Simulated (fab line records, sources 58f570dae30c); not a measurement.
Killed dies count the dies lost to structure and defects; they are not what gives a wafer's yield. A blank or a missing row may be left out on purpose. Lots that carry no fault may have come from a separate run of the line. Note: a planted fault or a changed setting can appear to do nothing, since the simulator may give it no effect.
Comparing a struck lot with a sound one || flow berkeley cmos170 || 44 steps out of a route of 331
Sound: wafers L223.2, L223.3, L223.4. Wafers L230.1, L230.4, L230.5 were the ones struck. The cause is given at the end.
At each step with rows: each side's tool, then ch and its chambers, then its first start. Under that, the readings that differ: sound wafers || struck wafers || difference of the means || sigmas: that difference in standard deviations of wafers without a fault.
alike: readings whose means differ by less than 2 such deviations, and words and numbers that are the same on both sides. not compared: withheld readings, readings that some wafer has no value for, bounds like >300 that may hide the same value, and numbers for which the record gives no deviation and whose values overlap.
The two part at a step that has a row with sigmas, a row that says differs or no value, or rows on one side only. Numbers that don't overlap but have no deviation are shown without sigmas and don't part them. A reading that every wafer of one side lacks parts them only if that side has two wafers or more.

first, 1 step without rows for these wafers: UCB170_PLDD_IMPLANT_09.
UCB170_PLDD_STRIP_10: strips in O2.
  sound on plasma asher-03 ch 0,1, day 9 00:25; struck on plasma asher-01 ch 0,1, day 11 05:40
  alike: drypump motor current A, oes product au, strip time to endpoint s
  not compared: rf hours counter h
UCB170_PLDD_TW_MEAS_11:
  struck on film metro-04, day 11 05:46; sound on film metro-04, day 9 00:31
  alike: PLDD_TW
then, 7 steps without rows for these wafers: UCB170_PLDD_CLEAN_12 (cleans in SPM, time 600 s); UCB170_NLDD_HMDS_00 (prime time 60 s); UCB170_NLDD_COAT_01 (resist thk 900 nm); UCB170_NLDD_SOFTBAKE_02 (time 60 s); UCB170_NLDD_EXPOSE_03 (exposes mask NSELECT, target cd 1200 nm); UCB170_NLDD_PEB_04; UCB170_NLDD_DEVELOP_05 (develop time 45 s).
UCB170_NLDD_CD_MEAS_06: target cd 1200 nm.
  struck on cd sem-01, day 11 07:23; sound on cd sem-02, day 9 02:01
  alike: cd nm
UCB170_NLDD_OVL_MEAS_07:
  struck on overlay-01, day 11 07:31; sound on overlay-01, day 9 02:07
  alike: NLDD_OVL
UCB170_NLDD_IMPLANT_08:
  sound on implanter-03 ch 0, day 9 02:10; struck on implanter-01 ch 0, day 11 07:32
{"reading": "beam on s (s)", "sound": "10.29 10.03 9.98", "struck": "13.20 12.42 12.90", "difference": "+2.74", "sigmas": "+13"}
{"reading": "dose ions cm2", "sound": "4.995e+13 4.994e+13 4.989e+13", "struck": "4.9989e+14 4.9999e+14 4.9996e+14", "difference": "+4.5002e+14", "sigmas": "+99 or more"}
{"reading": "end station pressure torr (Torr)", "sound": "5.08e-06 5.02e-06 5.08e-06", "struck": "6.41e-06 6.12e-06 6.07e-06", "difference": "+1.14e-06", "sigmas": "+4"}
{"reading": "faraday current uA", "sound": "154 158 159", "struck": "1204 1266 1229", "difference": "+1076", "sigmas": "+99 or more"}
following that, these wafers have no rows for 1 step: UCB170_NLDD_IMPLANT_09.
UCB170_NLDD_STRIP_10: strips in O2.
  sound on plasma asher-02 ch 0,1, day 9 02:26; struck on plasma asher-01 ch 0,1, day 11 07:50
{"reading": "oes product au (a.u.)", "sound": "0.737 0.740 0.730", "struck": "0.683 0.678 0.687", "difference": -0.053, "sigmas": -11}
{"reading": "strip time to endpoint s (s)", "sound": "21.57 21.67 21.60", "struck": "23.80 23.80 23.79", "difference": "+2.18", "sigmas": "+37"}
  alike: drypump motor current A
  not compared: rf hours counter h
UCB170_NLDD_TW_MEAS_11:
  struck on film metro-04, day 11 07:56; sound on film metro-02, day 9 02:33
{"reading": "NLDD_TW", "sound": "2176 2190 2173", "struck": "3118 3137 3128", "difference": "+948", "sigmas": "+68"}
then, 1 step without rows for these wafers: UCB170_NLDD_CLEAN_12 (cleans in SPM, time 600 s).
UCB170_SPACER_CVD_00: deposits SiO2 from TEOS/O2, target thk 376 nm, time 47 s.
  sound on pecvd-01 ch 1,2, day 9 02:47; struck on pecvd-01 ch 1,2, day 11 08:13
  alike: heater power w
UCB170_SPACER_THK_MEAS_01:
  struck on film metro-03, day 11 08:16; sound on film metro-03, day 9 02:51
  alike: SPACER_TEOS_THK
then, 1 step without rows for these wafers: UCB170_SPACER_ANNEAL_02 (time 1800 s).
UCB170_SPACER_ETCHBACK_03: etches SiO2 in CHF3/CF4/Ar, stops on Si, target depth 376 nm, time 100 s.
  sound on rie diel-02 ch 0,1, day 9 08:33; struck on rie diel-02 ch 0,1,3, day 11 15:32
  alike: drypump motor current A, oes product au, throttle valve pct
  not compared: rf hours counter h
then, 6 steps without rows for these wafers: UCB170_PSD_HMDS_00 (prime time 60 s); UCB170_PSD_COAT_01 (resist thk 900 nm); UCB170_PSD_SOFTBAKE_02 (time 60 s); UCB170_PSD_EXPOSE_03 (exposes mask PSELECT MOD, target cd 1200 nm); UCB170_PSD_PEB_04; UCB170_PSD_DEVELOP_05 (develop time 45 s).
UCB170_PSD_CD_MEAS_06: target cd 1200 nm.
  struck on cd sem-01, day 11 16:59; sound on cd sem-01, day 9 10:09
  alike: cd nm
UCB170_PSD_OVL_MEAS_07:
  struck on overlay-01, day 11 17:06; sound on overlay-01, day 9 10:16
  alike: PSD_OVL
following that, these wafers have no rows for 1 step: UCB170_PSD_IMPLANT_08.
UCB170_PSD_STRIP_09: strips in O2.
  sound on plasma asher-03 ch 0,1, day 9 10:26; struck on plasma asher-02 ch 1, day 11 17:17
{"reading": "strip time to endpoint s (s)", "sound": "29.43 29.43 29.53", "struck": "29.27 29.24 29.31", "difference": -0.19, "sigmas": -3}
  alike: drypump motor current A, oes product au
  not compared: rf hours counter h
UCB170_PSD_TW_MEAS_10:
  struck on film metro-01, day 11 17:23; sound on film metro-02, day 9 10:33
{"reading": "PSD_TW", "sound": "2319 2284 2303", "struck": "2338 2341 2333", "difference": "+35", "sigmas": "+3"}
then, 7 steps without rows for these wafers: UCB170_PSD_CLEAN_11 (cleans in SPM, time 600 s); UCB170_NSD_HMDS_00 (prime time 60 s); UCB170_NSD_COAT_01 (resist thk 900 nm); UCB170_NSD_SOFTBAKE_02 (time 60 s); UCB170_NSD_EXPOSE_03 (exposes mask NSELECT MOD, target cd 1200 nm); UCB170_NSD_PEB_04; UCB170_NSD_DEVELOP_05 (develop time 45 s).
UCB170_NSD_CD_MEAS_06: target cd 1200 nm.
  struck on cd sem-02, day 11 21:41; sound on cd sem-01, day 9 12:00
  alike: cd nm
UCB170_NSD_OVL_MEAS_07:
  struck on overlay-02, day 11 21:48; sound on overlay-01, day 9 12:07
  alike: NSD_OVL
following that, these wafers have no rows for 1 step: UCB170_NSD_IMPLANT_08.
UCB170_SDANNEAL_RS_MEAS_05: uses a four-point probe to measure.
  struck on film metro-04, day 11 23:51; sound on film metro-01, day 9 14:00
{"reading": "NLDD_RS (ohm/sq)", "sound": "617.1 618.1 617.6", "struck": "172.8 172.6 173.0", "difference": -444.8, "sigmas": "-99 or more"}
UCB170_M3_PROBE_99:
  the record has rows for the struck wafers here (prober-01, day 12 20:58) and none for the sound ones

== WHERE THEY PART ==
First at UCB170_NLDD_IMPLANT_08; last, within this record, at UCB170_M3_PROBE_99.

WHY: what the simulator had put in
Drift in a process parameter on implanter-01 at UCB170_NLDD_IMPLANT_08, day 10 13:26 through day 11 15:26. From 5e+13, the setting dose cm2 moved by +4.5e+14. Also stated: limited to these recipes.
